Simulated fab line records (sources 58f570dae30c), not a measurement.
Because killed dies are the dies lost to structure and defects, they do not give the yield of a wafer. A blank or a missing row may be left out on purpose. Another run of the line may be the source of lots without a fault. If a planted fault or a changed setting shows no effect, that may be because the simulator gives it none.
The tool behind it: which one? | flow berkeleyCmos170 | Sampling: 15 lots, 45 wafers, 2 of 331 route steps

== WHAT THE GAUGES SHOWED, per wafer ==
No reading from a measuring or inspecting step in the record can be judged against a usual standard deviation.

== EACH LOT AND THE TOOL THAT RAN IT (in order: tool; ch and the chambers of the sampled wafers; start) ==
lot  | UCB170_NVT_COAT_01               | UCB170_NVT_STRIP_08
L680 | lithoTrack-03 ch 0, day 6 21:07  | plasmaAsher-03 ch 0,1, day 6 22:14
L685 | lithoTrack-04 ch 0, day 7 06:23  | plasmaAsher-01 ch 0,1, day 7 07:52
L684 | lithoTrack-01 ch 0, day 7 06:41  | plasmaAsher-02 ch 0,1, day 7 07:55
L682 | lithoTrack-03 ch 0, day 7 06:53  | plasmaAsher-01 ch 0,1, day 7 08:28
L681 | lithoTrack-01 ch 0, day 7 07:06  | plasmaAsher-03 ch 0,1, day 7 08:45
L690 | lithoTrack-03 ch 0, day 8 13:44  | plasmaAsher-01 ch 0,1, day 8 15:01
L689 | lithoTrack-01 ch 0, day 8 13:46  | plasmaAsher-02 ch 0,1, day 8 14:44
L693 | lithoTrack-01 ch 0, day 9 03:11  | plasmaAsher-03 ch 0,1, day 9 05:08
L692 | lithoTrack-01 ch 0, day 9 03:40  | plasmaAsher-01 ch 1, day 9 05:41
L695 | lithoTrack-04 ch 0, day 9 19:13  | plasmaAsher-03 ch 0,1, day 9 20:29
L697 | lithoTrack-03 ch 0, day 10 09:26 | plasmaAsher-01 ch 0,1, day 10 10:28
L698 | lithoTrack-04 ch 0, day 10 09:41 | plasmaAsher-01 ch 0,1, day 10 10:58
L699 | lithoTrack-03 ch 0, day 10 09:56 | plasmaAsher-03 ch 0,1, day 10 11:08
L700 | lithoTrack-03 ch 0, day 10 17:23 | plasmaAsher-03 ch 0,1, day 10 19:13
L702 | lithoTrack-04 ch 0, day 10 17:28 | plasmaAsher-03 ch 0,1, day 10 19:30
- UCB170_NVT_COAT_01: resist thk 900 nm.
- UCB170_NVT_STRIP_08: strips in O2.

== AS READ BY THE TOOLS THEMSELVES (means over the sampled wafers that have a number; for cases with no such wafer, the mark the record gives instead) ==
UCB170_NVT_COAT_01.
lot  | tool          | exhaustPa (Pa) | spinSpeedRpm (rpm)
L680 | lithoTrack-03 | 44.2           | 1499.7
L685 | lithoTrack-04 | 45.3           | 1500.2
L684 | lithoTrack-01 | 45.0           | 1500.4
L682 | lithoTrack-03 | 44.4           | 1499.5
L681 | lithoTrack-01 | 44.0           | 1500.2
L690 | lithoTrack-03 | 44.1           | 1499.7
L689 | lithoTrack-01 | 44.3           | 1668.9
L693 | lithoTrack-01 | 45.4           | 1668.7
L692 | lithoTrack-01 | 43.9           | 1670.4
L695 | lithoTrack-04 | 45.7           | 1498.8
L697 | lithoTrack-03 | 45.2           | 1499.3
L698 | lithoTrack-04 | 44.7           | 1499.9
L699 | lithoTrack-03 | 44.6           | 1501.3
L700 | lithoTrack-03 | 44.7           | 1501.1
L702 | lithoTrack-04 | 44.7           | 1500.8

UCB170_NVT_STRIP_08.
lot  | tool           | drypumpMotorCurrentA (A) | oesProductAu (a.u.) | stripTimeToEndpointS (s)
L680 | plasmaAsher-03 | 5.7                      | 0.733               | 21.67
L685 | plasmaAsher-01 | 5.5                      | 0.738               | 21.69
L684 | plasmaAsher-02 | 5.5                      | 0.732               | 21.59
L682 | plasmaAsher-01 | 5.3                      | 0.738               | 21.62
L681 | plasmaAsher-03 | 5.7                      | 0.734               | 21.61
L690 | plasmaAsher-01 | 5.5                      | 0.735               | 21.65
L689 | plasmaAsher-02 | 5.8                      | 0.735               | 20.48
L693 | plasmaAsher-03 | 5.8                      | 0.733               | 20.55
L692 | plasmaAsher-01 | 5.6                      | 0.732               | 20.46
L695 | plasmaAsher-03 | 5.7                      | 0.734               | 21.56
L697 | plasmaAsher-01 | 5.5                      | 0.734               | 21.64
L698 | plasmaAsher-01 | 5.5                      | 0.737               | 21.56
L699 | plasmaAsher-03 | 5.8                      | 0.733               | 21.64
L700 | plasmaAsher-03 | 5.7                      | 0.729               | 21.54
L702 | plasmaAsher-03 | 5.7                      | 0.736               | 21.54

== THE ANSWER, worked out from the rows above alone ==
Rule: what is usual is taken from the lots themselves. Put in order of their means at a reading, lots are off if they are a third of the lots or fewer, leave a main group of 4 or more, and stand apart from it by a gap of 3 or more times the standard deviation of the main group's means; of several such gaps the widest counts. A main group whose means are all the same, to the digits that the tables above print for the reading, isn't used. A lot without any number at a reading at which 4 lots or more have one is off too. The other lots that the step has rows for count as sound. First the gauges in route order, then the tools' own readings, where a lot's mean is used as printed above. The first step at which some lot is off is used, and at that step the reading that is off furthest; a lot without a number counts as furthest.
Off, at UCB170_NVT_COAT_01 on spinSpeedRpm: L689, L693, L692. The main group: mean 1500.1 rpm, standard deviation 0.71.
If a tool, at that step or one of the process steps before it, ran each lot that is off and ran no sound lot following the first of them, it fits. One fits: UCB170_NVT_COAT_01 on lithoTrack-01. A fault onset in the window from L681 (day 7 07:06, its last sound lot) to L689 (day 8 13:46, its first lot off) fits.
The tool's own readings at UCB170_NVT_COAT_01 bear it out: on the lots that are off they differ by more than 5 times the standard deviation of the sound lots' means. spinSpeedRpm reads 1669.3 rpm there against 1500.1 rpm on the sound lots.

== WHAT THE SIMULATOR HAD INSERTED ==
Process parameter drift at UCB170_NVT_COAT_01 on lithoTrack-01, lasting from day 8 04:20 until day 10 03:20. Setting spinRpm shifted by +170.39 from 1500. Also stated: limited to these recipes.
Lots struck among those shown: L689, L693, L692. The same result came from the rule above.
